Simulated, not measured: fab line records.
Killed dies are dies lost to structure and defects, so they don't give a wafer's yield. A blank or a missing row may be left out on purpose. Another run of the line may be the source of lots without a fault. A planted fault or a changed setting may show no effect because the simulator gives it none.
fab line records + flow rit-cmos
record:
- lots: 15
- wafers: 45
- last-day: 7
route steps=202 shown ACTIVE@10 NWELL@38 PRETRO@74 SPACER@129
lots that met no fault: from a run of the same line without faults
start-h: the number of hours between the record's first day and the start of the first shown wafer of the lot + wait-h: hours elapsed since this lot's preceding step + " the same as in the row above + L1.1+2: one row covering several wafers at once + - no value, or no start was given + * or withheld: withheld + < > ~ a bound
route shown NAME@n: NAME is a module with steps in the file, n the number in the route of the first one + usual: mean and standard deviation over wafers with no fault + same: alike in all rows + chamber/n: place in a boat + sites: per-site readings + _std_site: the standard deviation of these + _edge_site: inner sites' mean taken away from outer sites' mean + radius-mm: for every site, how far away it sits from the centre of the wafer + mask NAME#n: copy n + behind: the last tool/chamber to shape the wafer + hold: reason for holding the lot/hours on hold/outcome of the hold + device: names the non-switching transistor (n, p or np) + end of line: tests run on the same wafers once the route is complete + a step with no rows: only its recipe + killed: dies lost to structure and defects at the first sort, not the wafer's yield + map: the dies of a wafer, with x for killed, . for not killed, _ for no die there
set.NAME: the setting that was run; set.NAME@STEP: the one run at that earlier step + model.NAME: the simulator's own value behind a step, which no gauge read
a sample of lots followed through the steps of the route, with each step as a table and each wafer as a row
== steps ==
step: RIT_ACTIVE_PEB_09
recipe:
- resist: NOVOLAK
- temp-c: withheld
- time-s: withheld
usual:
- chill-plate-temp-C: *
- exhaust-pa: 45.0/0.89
| lot.wafer | tool           | chamber | start-h | wait-h | chill-plate-temp-C | exhaust-pa |
|-----------|----------------|---------|---------|--------|--------------------|------------|
| L833.2    | litho-track-02 | 0       | 14.59   | 0.1    | *                  | 45.1       |
| L833.3    | "              | 0       | "       | "      | *                  | 43.8       |
| L833.6    | "              | 0       | "       | "      | *                  | 43.9       |
| L834.2    | litho-track-04 | 0       | 19.99   | 0.1    | *                  | 45.0       |
| L834.3    | "              | 0       | "       | "      | *                  | 46.3       |
| L834.4    | "              | 0       | "       | "      | *                  | 44.5       |
| L835.1    | litho-track-03 | 0       | 24.97   | 0.1    | *                  | 45.3       |
| L835.2    | "              | 0       | "       | "      | *                  | 44.9       |
| L835.3    | "              | 0       | "       | "      | *                  | 45.3       |
| L837.2    | litho-track-03 | 0       | 35.02   | 0.1    | *                  | 43.6       |
| L837.3    | "              | 0       | "       | "      | *                  | 44.7       |
| L837.6    | "              | 0       | "       | "      | *                  | 46.0       |
| L839.3    | litho-track-04 | 0       | 51.87   | 0.3    | *                  | 45.2       |
| L839.4    | "              | 0       | "       | "      | *                  | 45.5       |
| L839.6    | "              | 0       | "       | "      | *                  | 46.0       |
| L840.2    | litho-track-03 | 0       | 51.93   | 0.1    | *                  | 44.9       |
| L840.5    | "              | 0       | "       | "      | *                  | 45.4       |
| L840.6    | "              | 0       | "       | "      | *                  | 44.5       |
| L842.4    | litho-track-03 | -       | 60.18   | 0.2    | -                  | -          |
| L842.5    | "              | -       | "       | "      | -                  | -          |
| L842.6    | "              | -       | "       | "      | -                  | -          |
| L843.3    | litho-track-02 | -       | 64.32   | 0.1    | -                  | -          |
| L843.4    | "              | -       | "       | "      | -                  | -          |
| L843.6    | "              | -       | "       | "      | -                  | -          |
| L844.1    | litho-track-03 | -       | 70.36   | 0.1    | -                  | -          |
| L844.2    | "              | -       | "       | "      | -                  | -          |
| L844.5    | "              | -       | "       | "      | -                  | -          |
| L848.2    | litho-track-03 | 0       | 89.37   | 0.1    | *                  | 45.7       |
| L848.3    | "              | 0       | "       | "      | *                  | 44.7       |
| L848.6    | "              | 0       | "       | "      | *                  | 45.6       |
| L850.1    | litho-track-04 | 0       | 99.17   | 0.1    | *                  | 45.7       |
| L850.4    | "              | 0       | "       | "      | *                  | 44.2       |
| L850.6    | "              | 0       | "       | "      | *                  | 44.8       |
| L851.2    | litho-track-03 | 0       | 106.65  | 0.1    | *                  | 45.3       |
| L851.3    | "              | 0       | "       | "      | *                  | 44.0       |
| L851.5    | "              | 0       | "       | "      | *                  | 43.3       |
| L852.1    | litho-track-04 | 0       | 109.16  | 0.1    | *                  | 44.1       |
| L852.3    | "              | 0       | "       | "      | *                  | 44.8       |
| L852.6    | "              | 0       | "       | "      | *                  | 44.8       |
| L853.3    | litho-track-03 | 0       | 114.33  | 0.1    | *                  | 46.1       |
| L853.5    | "              | 0       | "       | "      | *                  | 45.8       |
| L853.6    | "              | 0       | "       | "      | *                  | 45.6       |
| L856.2    | litho-track-02 | 0       | 129.25  | 0.1    | *                  | 43.8       |
| L856.3    | "              | 0       | "       | "      | *                  | 45.5       |
| L856.4    | "              | 0       | "       | "      | *                  | 45.9       |
step: RIT_NWELL_TW_MEAS_10
usual:
- NWELL_TW: 2132/17
| lot.wafer | tool          | chamber | start-h | wait-h | NWELL_TW |
|-----------|---------------|---------|---------|--------|----------|
| L833.2    | film-metro-04 | -       | 22.52   | 0.1    | 2132     |
| L833.3    | "             | -       | "       | "      | 2149     |
| L833.6    | "             | -       | "       | "      | 2134     |
| L834.2    | film-metro-02 | -       | 26.86   | 0.1    | 2101     |
| L834.3    | "             | -       | "       | "      | 2103     |
| L834.4    | "             | -       | "       | "      | 2099     |
| L835.1    | film-metro-01 | -       | 31.92   | 0.1    | 2137     |
| L835.2    | "             | -       | "       | "      | 2130     |
| L835.3    | "             | -       | "       | "      | 2127     |
| L837.2    | film-metro-01 | -       | 41.72   | 0.1    | 2127     |
| L837.3    | "             | -       | "       | "      | 2138     |
| L837.6    | "             | -       | "       | "      | 2119     |
| L839.3    | film-metro-01 | -       | 58.55   | 0.1    | 2143     |
| L839.4    | "             | -       | "       | "      | 2146     |
| L839.6    | "             | -       | "       | "      | 2135     |
| L840.2    | film-metro-02 | -       | 59.61   | 0.1    | 2096     |
| L840.5    | "             | -       | "       | "      | 2099     |
| L840.6    | "             | -       | "       | "      | 2110     |
| L842.4    | film-metro-02 | -       | 68.02   | 0.1    | 2101     |
| L842.5    | "             | -       | "       | "      | 2106     |
| L842.6    | "             | -       | "       | "      | 2100     |
| L843.3    | film-metro-04 | -       | 71.43   | 0.1    | 2147     |
| L843.4    | "             | -       | "       | "      | 2143     |
| L843.6    | "             | -       | "       | "      | 2142     |
| L844.1    | film-metro-04 | -       | 77.13   | 0.1    | 2144     |
| L844.2    | "             | -       | "       | "      | 2156     |
| L844.5    | "             | -       | "       | "      | 2139     |
| L848.2    | film-metro-04 | -       | 96.13   | 0.1    | 2146     |
| L848.3    | "             | -       | "       | "      | 2132     |
| L848.6    | "             | -       | "       | "      | 2156     |
| L850.1    | film-metro-01 | -       | 106.96  | 0.1    | 2135     |
| L850.4    | "             | -       | "       | "      | 2148     |
| L850.6    | "             | -       | "       | "      | 2129     |
| L851.2    | film-metro-02 | -       | 113.44  | 0.1    | 2091     |
| L851.3    | "             | -       | "       | "      | 2098     |
| L851.5    | "             | -       | "       | "      | 2098     |
| L852.1    | film-metro-01 | -       | 116.17  | 0.1    | 2131     |
| L852.3    | "             | -       | "       | "      | 2125     |
| L852.6    | "             | -       | "       | "      | 2139     |
| L853.3    | film-metro-04 | -       | 120.90  | 0.1    | 2137     |
| L853.5    | "             | -       | "       | "      | 2132     |
| L853.6    | "             | -       | "       | "      | 2143     |
| L856.2    | film-metro-01 | -       | 135.82  | 0.1    | 2133     |
| L856.3    | "             | -       | "       | "      | 2131     |
| L856.4    | "             | -       | "       | "      | 2127     |
step: RIT_PRETRO_TW_MEAS_10
usual:
- PRETRO_TW: 470/4.3
| lot.wafer | tool          | chamber | start-h | wait-h | PRETRO_TW |
|-----------|---------------|---------|---------|--------|-----------|
| L833.2    | film-metro-02 | -       | 32.83   | 0.1    | 464       |
| L833.3    | "             | -       | "       | "      | 467       |
| L833.6    | "             | -       | "       | "      | 467       |
| L834.2    | film-metro-01 | -       | 37.09   | 0.1    | 471       |
| L834.3    | "             | -       | "       | "      | 472       |
| L834.4    | "             | -       | "       | "      | 470       |
| L835.1    | film-metro-01 | -       | 42.15   | 0.1    | 468       |
| L835.2    | "             | -       | "       | "      | 468       |
| L835.3    | "             | -       | "       | "      | 471       |
| L837.2    | film-metro-01 | -       | 52.45   | 0.1    | 474       |
| L837.3    | "             | -       | "       | "      | 476       |
| L837.6    | "             | -       | "       | "      | 472       |
| L839.3    | film-metro-01 | -       | 69.49   | 0.1    | 471       |
| L839.4    | "             | -       | "       | "      | 472       |
| L839.6    | "             | -       | "       | "      | 471       |
| L840.2    | film-metro-02 | -       | 70.64   | 0.1    | 462       |
| L840.5    | "             | -       | "       | "      | 466       |
| L840.6    | "             | -       | "       | "      | 462       |
| L842.4    | film-metro-03 | -       | 78.38   | 0.1    | 473       |
| L842.5    | "             | -       | "       | "      | 472       |
| L842.6    | "             | -       | "       | "      | 472       |
| L843.3    | film-metro-03 | -       | 81.44   | 0.1    | 473       |
| L843.4    | "             | -       | "       | "      | 473       |
| L843.6    | "             | -       | "       | "      | 471       |
| L844.1    | film-metro-02 | -       | 88.85   | 0.1    | 465       |
| L844.2    | "             | -       | "       | "      | 469       |
| L844.5    | "             | -       | "       | "      | 466       |
| L848.2    | film-metro-02 | -       | 106.31  | 0.1    | 464       |
| L848.3    | "             | -       | "       | "      | 460       |
| L848.6    | "             | -       | "       | "      | 461       |
| L850.1    | film-metro-02 | -       | 117.36  | 0.1    | 462       |
| L850.4    | "             | -       | "       | "      | 462       |
| L850.6    | "             | -       | "       | "      | 463       |
| L851.2    | film-metro-01 | -       | 123.60  | 0.1    | 468       |
| L851.3    | "             | -       | "       | "      | 469       |
| L851.5    | "             | -       | "       | "      | 471       |
| L852.1    | film-metro-03 | -       | 127.46  | 0.1    | 473       |
| L852.3    | "             | -       | "       | "      | 472       |
| L852.6    | "             | -       | "       | "      | 474       |
| L853.3    | film-metro-03 | -       | 131.12  | 0.1    | 477       |
| L853.5    | "             | -       | "       | "      | 475       |
| L853.6    | "             | -       | "       | "      | 475       |
| L856.2    | film-metro-02 | -       | 147.18  | 0.1    | 464       |
| L856.3    | "             | -       | "       | "      | 467       |
| L856.4    | "             | -       | "       | "      | 465       |
step: RIT_SPACER_THK_MEAS_04
recipe:
- reads: Si3N4_of_SPACER_CVD_03
usual:
- SPACER_NITRIDE_THK: 254.1/2.1
| lot.wafer | tool          | chamber | start-h | wait-h | SPACER_NITRIDE_THK[nm] |
|-----------|---------------|---------|---------|--------|------------------------|
| L833.2    | film-metro-01 | -       | 48.93   | 0.0    | 251.5                  |
| L833.3    | "             | -       | "       | "      | 252.8                  |
| L833.6    | "             | -       | "       | "      | 250.4                  |
| L834.2    | film-metro-02 | -       | 57.04   | 0.0    | 250.6                  |
| L834.3    | "             | -       | "       | "      | 253.3                  |
| L834.4    | "             | -       | "       | "      | 252.4                  |
| L835.1    | film-metro-03 | -       | 65.87   | 0.0    | 254.4                  |
| L835.2    | "             | -       | "       | "      | 252.5                  |
| L835.3    | "             | -       | "       | "      | 256.6                  |
| L837.2    | film-metro-01 | -       | 67.70   | 0.0    | 254.6                  |
| L837.3    | "             | -       | "       | "      | 256.0                  |
| L837.6    | "             | -       | "       | "      | 256.8                  |
| L839.3    | film-metro-02 | -       | 84.49   | 0.0    | 254.4                  |
| L839.4    | "             | -       | "       | "      | 253.5                  |
| L839.6    | "             | -       | "       | "      | 253.6                  |
| L840.2    | film-metro-03 | -       | 88.01   | 0.0    | 253.6                  |
| L840.5    | "             | -       | "       | "      | 252.3                  |
| L840.6    | "             | -       | "       | "      | 253.8                  |
| L842.4    | film-metro-02 | -       | 96.05   | 0.0    | 251.9                  |
| L842.5    | "             | -       | "       | "      | 253.2                  |
| L842.6    | "             | -       | "       | "      | 251.3                  |
| L843.3    | film-metro-03 | -       | 97.96   | 0.0    | 250.4                  |
| L843.4    | "             | -       | "       | "      | 250.8                  |
| L843.6    | "             | -       | "       | "      | 252.2                  |
| L844.1    | film-metro-03 | -       | 104.72  | 0.0    | 256.5                  |
| L844.2    | "             | -       | "       | "      | 258.1                  |
| L844.5    | "             | -       | "       | "      | 255.8                  |
| L848.2    | film-metro-03 | -       | 120.86  | 0.0    | 254.3                  |
| L848.3    | "             | -       | "       | "      | 255.5                  |
| L848.6    | "             | -       | "       | "      | 255.3                  |
| L850.1    | film-metro-01 | -       | 133.56  | 0.0    | 257.0                  |
| L850.4    | "             | -       | "       | "      | 256.8                  |
| L850.6    | "             | -       | "       | "      | 258.4                  |
| L851.2    | film-metro-03 | -       | 137.55  | 0.0    | 251.4                  |
| L851.3    | "             | -       | "       | "      | 249.6                  |
| L851.5    | "             | -       | "       | "      | 252.4                  |
| L852.1    | film-metro-01 | -       | 141.41  | 0.0    | 255.3                  |
| L852.3    | "             | -       | "       | "      | 253.8                  |
| L852.6    | "             | -       | "       | "      | 254.6                  |
| L853.3    | film-metro-02 | -       | 146.58  | 0.0    | 253.4                  |
| L853.5    | "             | -       | "       | "      | 251.0                  |
| L853.6    | "             | -       | "       | "      | 249.4                  |
| L856.2    | film-metro-01 | -       | 161.08  | 0.0    | 253.0                  |
| L856.3    | "             | -       | "       | "      | 251.5                  |
| L856.4    | "             | -       | "       | "      | 253.8                  |
== key ==
first-sign:
- step: RIT_ACTIVE_PEB_09
- reading: tool-record
- direction: missing
effect none on later readings
met-at RIT_ACTIVE_PEB_09
struck-lots L842,L843,L844
sort-left-out L842.4,L842.5,L842.6,L843.3,L843.4,L843.6,L844.1,L844.2,L844.5
tester-left-out L842,L843,L844
not-acting-at RIT_NWELL_TW_MEAS_10,RIT_PRETRO_TW_MEAS_10,RIT_SPACER_THK_MEAS_04
onset-between 51.93 60.18
fault:
- kind: skipped-step-whole
- tool: litho-track-02,litho-track-03
- chamber: -
- onset-h: 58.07
- steps: RIT_ACTIVE_PEB_09
- scope: struck-lots-only
tester-left-out: of these lots the tester's yield and bins aren't shown, on N5 and GAA mostly nor the transistor test; their killed dies are dies lost to structure and defects alone, not to doping, threshold or leakage, so they don't give the yield
sort-left-out: the simulated sort isn't trusted on such a fault, so these wafers' sort isn't shown, and their yield isn't known
